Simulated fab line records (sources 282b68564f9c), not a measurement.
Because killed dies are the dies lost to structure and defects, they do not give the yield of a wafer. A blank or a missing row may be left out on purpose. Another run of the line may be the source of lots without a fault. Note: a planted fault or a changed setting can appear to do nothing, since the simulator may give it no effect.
fab line records ; flow ritCmos
record lots=7; wafers=21; lastDay=7
route steps=202 shown PWELL@46 WELLDRIVE@50 NWELL@51 NRETRO@53
lots that met no fault: taken from a fault-free run of the same line
startH: start of the lot's first displayed wafer, in hours after the record's first day ; waitH: how many hours have passed since the lot's step before this one ; " repeats the value in the row above ; L1.1+2: a row that stands for several wafers ; - no value, or no start given ; * or withheld: withheld ; < > ~ a bound
route shown NAME@n: names a module that has steps shown in the file, with the first one's number in the route ; usual: mean and standard deviation over wafers with no fault ; same: alike in all rows ; chamber/n: place in a boat ; sites: readings site by site ; _std_site: the values' standard deviation ; _edge_site: inner sites' mean taken away from outer sites' mean ; radiusMm: how far each site lies from the wafer's centre ; mask NAME#n: copy n ; behind: tool/chamber where the wafer was last shaped ; hold: the reason the lot was held/the length of the hold in hours/how it ended ; device: the transistor (n, p or np) that didn't switch ; end of line: tests of these same wafers at the route's end ; a step given without rows: its recipe and nothing more ; killed: count of dies lost to structure and defects at first sort (not the wafer's yield) ; map: a wafer's dies, marking killed ones x, the rest . and places with no die _
set.NAME: the setting the step ran with; set.NAME@STEP: the setting that earlier step ran with ; model.NAME: the simulator's own value behind a step, which no gauge read
a table for each step, a row for each wafer; lots at some steps of the route
services: from which hour (startH, from the record's first day; less than 0 if before it) a tool's chamber was out of use, for how many hours, and why
## steps
# step RIT_PWELL_HARDBAKE_07
# recipe resist=NOVOLAK; tempC=140; timeS=120
# step RIT_PWELL_IMPLANT_08
# recipe species=B; energyKev=170; doseCm2=7e+13; tiltDeg=7.331
# step RIT_PWELL_STRIP_09
# recipe chemistry=O2; timeS=180; resist=NOVOLAK; platenTempC=withheld; powerW=500; pressureMtorr=4000; o2FlowSccm=4000
# usual drypumpMotorCurrentA=5.44/0.24; o2FlowSccm=4001/11
lot.wafer;tool;chamber;startH;waitH;drypumpMotorCurrentA;o2FlowSccm;rfHoursCounterH
L277.1;plasmaAsher-01;1;47.71;0.1;5.25;4013;41
L277.2;plasmaAsher-01;0;47.71;0.1;5.36;4005;41
L277.5;plasmaAsher-01;0;47.71;0.1;5.36;3998;-
L282.1;plasmaAsher-01;1;73.07;0.1;5.26;3990;44
L282.2;plasmaAsher-01;0;73.07;0.1;5.38;3998;44
L282.5;plasmaAsher-01;0;73.07;0.1;5.35;3999;-
L291.3;plasmaAsher-03;1;120.05;0.1;5.42;3978;-
L291.4;plasmaAsher-03;0;120.05;0.1;5.96;3994;-
L291.5;plasmaAsher-03;0;120.05;0.1;5.99;4022;-
L292.1;plasmaAsher-01;1;124.87;0.1;5.24;3997;1
L292.2;plasmaAsher-01;0;124.87;0.1;5.36;4015;1
L292.5;plasmaAsher-01;1;124.87;0.1;5.26;3992;-
L293.1;plasmaAsher-04;0;129.32;0.1;5.40;3996;34
L293.3;plasmaAsher-04;0;129.32;0.1;5.39;3989;-
L293.4;plasmaAsher-04;1;129.32;0.1;5.30;4007;-
L294.3;plasmaAsher-04;1;133.96;0.1;5.33;3994;-
L294.4;plasmaAsher-04;0;133.96;0.1;5.38;4009;-
L294.5;plasmaAsher-04;0;133.96;0.1;5.40;4016;-
L295.1;plasmaAsher-03;1;139.61;0.1;5.42;4006;50
L295.5;plasmaAsher-03;0;139.61;0.1;5.94;4015;-
L295.6;plasmaAsher-03;1;139.61;0.1;5.35;4005;-
# step RIT_PWELL_TW_MEAS_10
# usual PWELL_TW=947/8.1
lot.wafer;tool;chamber;startH;waitH;PWELL_TW
L277.1;filmMetro-02;-;47.89;0.1;941
L277.2;filmMetro-02;-;47.89;0.1;945
L277.5;filmMetro-02;-;47.89;0.1;944
L282.1;filmMetro-04;-;73.24;0.1;949
L282.2;filmMetro-04;-;73.24;0.1;950
L282.5;filmMetro-04;-;73.24;0.1;951
L291.3;filmMetro-03;-;120.19;0.1;951
L291.4;filmMetro-03;-;120.19;0.1;949
L291.5;filmMetro-03;-;120.19;0.1;954
L292.1;filmMetro-04;-;125.04;0.1;951
L292.2;filmMetro-04;-;125.04;0.1;946
L292.5;filmMetro-04;-;125.04;0.1;950
L293.1;filmMetro-04;-;129.50;0.1;947
L293.3;filmMetro-04;-;129.50;0.1;946
L293.4;filmMetro-04;-;129.50;0.1;945
L294.3;filmMetro-04;-;134.10;0.1;944
L294.4;filmMetro-04;-;134.10;0.1;944
L294.5;filmMetro-04;-;134.10;0.1;949
L295.1;filmMetro-02;-;139.78;0.1;944
L295.5;filmMetro-02;-;139.78;0.1;938
L295.6;filmMetro-02;-;139.78;0.1;939
# step RIT_WELLDRIVE_ANNEAL_00
# recipe tempC=1100; timeS=14700; ambient=N2
# step RIT_WELLDRIVE_RS_MEAS_01
# recipe thkMeasGauge=four-point-probe
# usual NWELL_RS=275.5/0.75
lot.wafer;tool;chamber;startH;waitH;NWELL_RS[ohm/sq]
L277.1;filmMetro-04;-;53.41;0.0;274.6
L277.2;filmMetro-04;-;53.41;0.0;273.9
L277.5;filmMetro-04;-;53.41;0.0;275.2
L282.1;filmMetro-04;-;78.46;0.0;274.2
L282.2;filmMetro-04;-;78.46;0.0;274.3
L282.5;filmMetro-04;-;78.46;0.0;275.0
L291.3;filmMetro-02;-;125.73;0.0;276.2
L291.4;filmMetro-02;-;125.73;0.0;276.1
L291.5;filmMetro-02;-;125.73;0.0;275.5
L292.1;filmMetro-03;-;130.73;0.0;276.0
L292.2;filmMetro-03;-;130.73;0.0;276.5
L292.5;filmMetro-03;-;130.73;0.0;276.7
L293.1;filmMetro-02;-;135.67;0.0;275.6
L293.3;filmMetro-02;-;135.67;0.0;276.1
L293.4;filmMetro-02;-;135.67;0.0;276.6
L294.3;filmMetro-04;-;140.02;0.0;275.1
L294.4;filmMetro-04;-;140.02;0.0;275.5
L294.5;filmMetro-04;-;140.02;0.0;275.2
L295.1;filmMetro-03;-;145.24;0.0;275.5
L295.5;filmMetro-03;-;145.24;0.0;275.0
L295.6;filmMetro-03;-;145.24;0.0;275.1
# step RIT_WELLDRIVE_RS_MEAS_02
# recipe thkMeasGauge=four-point-probe
# usual PWELL_RS=429.5/1.2
lot.wafer;tool;chamber;startH;waitH;PWELL_RS[ohm/sq]
L277.1;filmMetro-04;-;53.53;0.1;428.7
L277.2;filmMetro-04;-;53.53;0.1;428.6
L277.5;filmMetro-04;-;53.53;0.1;428.7
L282.1;filmMetro-04;-;78.58;0.1;427.1
L282.2;filmMetro-04;-;78.58;0.1;428.8
L282.5;filmMetro-04;-;78.58;0.1;426.6
L291.3;filmMetro-02;-;125.85;0.1;430.6
L291.4;filmMetro-02;-;125.85;0.1;430.7
L291.5;filmMetro-02;-;125.85;0.1;430.8
L292.1;filmMetro-03;-;130.85;0.1;427.0
L292.2;filmMetro-03;-;130.85;0.1;428.5
L292.5;filmMetro-03;-;130.85;0.1;427.2
L293.1;filmMetro-02;-;135.79;0.1;430.2
L293.3;filmMetro-02;-;135.79;0.1;430.9
L293.4;filmMetro-02;-;135.79;0.1;431.1
L294.3;filmMetro-04;-;140.14;0.1;430.7
L294.4;filmMetro-04;-;140.14;0.1;430.8
L294.5;filmMetro-04;-;140.14;0.1;429.8
L295.1;filmMetro-03;-;145.36;0.1;429.8
L295.5;filmMetro-03;-;145.36;0.1;429.7
L295.6;filmMetro-03;-;145.36;0.1;430.1
# step RIT_NRETRO_HMDS_00
# recipe primeTimeS=60; primeTempC=140
# step RIT_NRETRO_COAT_01
# recipe resist=NOVOLAK; spinRpm=2000; resistThkNm=1300
# step RIT_NRETRO_SOFTBAKE_02
# recipe resist=NOVOLAK; tempC=90; timeS=60
# step RIT_NRETRO_EXPOSE_03
# recipe maskId=M4; na=0.57; targetCdNm=43900; doseMj=250
# step RIT_NRETRO_PEB_04
# recipe resist=NOVOLAK; tempC=withheld; timeS=withheld
# step RIT_NRETRO_DEVELOP_05
# recipe resist=NOVOLAK; developTimeS=68; devTempC=23
# usual chillPlateTempC=23.00/0.1; developTimeS=68/0
lot.wafer;tool;chamber;startH;waitH;chillPlateTempC;developTimeS
L277.1;lithoTrack-01;0;54;-;22.91;68
L277.2;lithoTrack-01;0;54;-;22.80;68
L277.5;lithoTrack-01;0;54;-;22.83;68
L282.1;lithoTrack-04;0;79;-;22.93;68
L282.2;lithoTrack-04;0;79;-;23.02;68
L282.5;lithoTrack-04;0;79;-;22.95;68
L291.3;lithoTrack-04;-;126;-;-;-
L291.4;lithoTrack-04;-;126;-;-;-
L291.5;lithoTrack-04;-;126;-;-;-
L292.1;lithoTrack-04;-;131;-;-;-
L292.2;lithoTrack-04;-;131;-;-;-
L292.5;lithoTrack-04;-;131;-;-;-
L293.1;lithoTrack-02;-;136;-;-;-
L293.3;lithoTrack-02;-;136;-;-;-
L293.4;lithoTrack-02;-;136;-;-;-
L294.3;lithoTrack-01;0;140;-;22.96;68
L294.4;lithoTrack-01;0;141;-;22.85;68
L294.5;lithoTrack-01;0;141;-;22.95;68
L295.1;lithoTrack-04;0;146;-;22.70;68
L295.5;lithoTrack-04;0;146;-;22.90;68
L295.6;lithoTrack-04;0;146;-;22.83;68
# step RIT_NRETRO_OVL_MEAS_06
# usual NRETRO_OVL=1.4/1.5
lot.wafer;tool;chamber;startH;waitH;NRETRO_OVL[nm]
L277.1;overlay-02;-;54.66;-;0.7
L277.2;overlay-02;-;54.66;-;0.0
L277.5;overlay-02;-;54.66;-;-0.4
L282.1;overlay-02;-;79.58;-;1.2
L282.2;overlay-02;-;79.58;-;2.2
L282.5;overlay-02;-;79.58;-;2.2
L291.3;overlay-02;-;126.82;-;-
L291.4;overlay-02;-;126.82;-;-
L291.5;overlay-02;-;126.82;-;-
L292.1;overlay-02;-;132.05;-;-
L292.2;overlay-02;-;132.05;-;-
L292.5;overlay-02;-;132.05;-;-
L293.1;overlay-02;-;136.91;-;-
L293.3;overlay-02;-;136.91;-;-
L293.4;overlay-02;-;136.91;-;-
L294.3;overlay-02;-;141.12;-;1.2
L294.4;overlay-02;-;141.12;-;2.4
L294.5;overlay-02;-;141.12;-;3.3
L295.1;overlay-01;-;146.36;-;1.1
L295.5;overlay-01;-;146.36;-;-0.6
L295.6;overlay-01;-;146.36;-;1.1
## services
tool;chamber;startH;hours;kind
plasmaAsher-04;-;30.46;1.8;repair
plasmaAsher-04;-;59.66;0.8;repair
plasmaAsher-01;-;77.77;2.8;pm
plasmaAsher-01;-;108.75;9.0;pm
plasmaAsher-01;0;108.75;9.0;ventCycle
plasmaAsher-01;1;108.75;9.0;ventCycle
plasmaAsher-01;0;117.75;-;clean
plasmaAsher-01;1;117.75;-;clean
plasmaAsher-03;-;142.47;3.9;repair
## key
firstSign step=RIT_NRETRO_DEVELOP_05; reading=toolRecord; direction=missing
effect none on later readings
metAt RIT_NRETRO_DEVELOP_05
struckWafers L291.3,L291.4,L291.5,L292.1,L292.2,L292.5,L293.1,L293.3,L293.4
sortLeftOut L291.3,L291.4,L291.5,L292.1,L292.2,L292.5,L293.1,L293.3,L293.4
testerLeftOut L291,L292,L293
onsetBetween 79 126
fault kind=skippedStepWhole; tool=lithoTrack-02,lithoTrack-04; chamber=-; onsetH=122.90; steps=RIT_NRETRO_DEVELOP_05; scope=struckLotsOnly
# testerLeftOut: of these lots the tester's yield and bins aren't shown, on N5 and GAA mostly nor the transistor test; their killed dies are dies lost to structure and defects alone, not to doping, threshold or leakage, so they don't give the yield
# sortLeftOut: the simulated sort isn't trusted on such a fault, so these wafers' sort isn't shown, and their yield isn't known
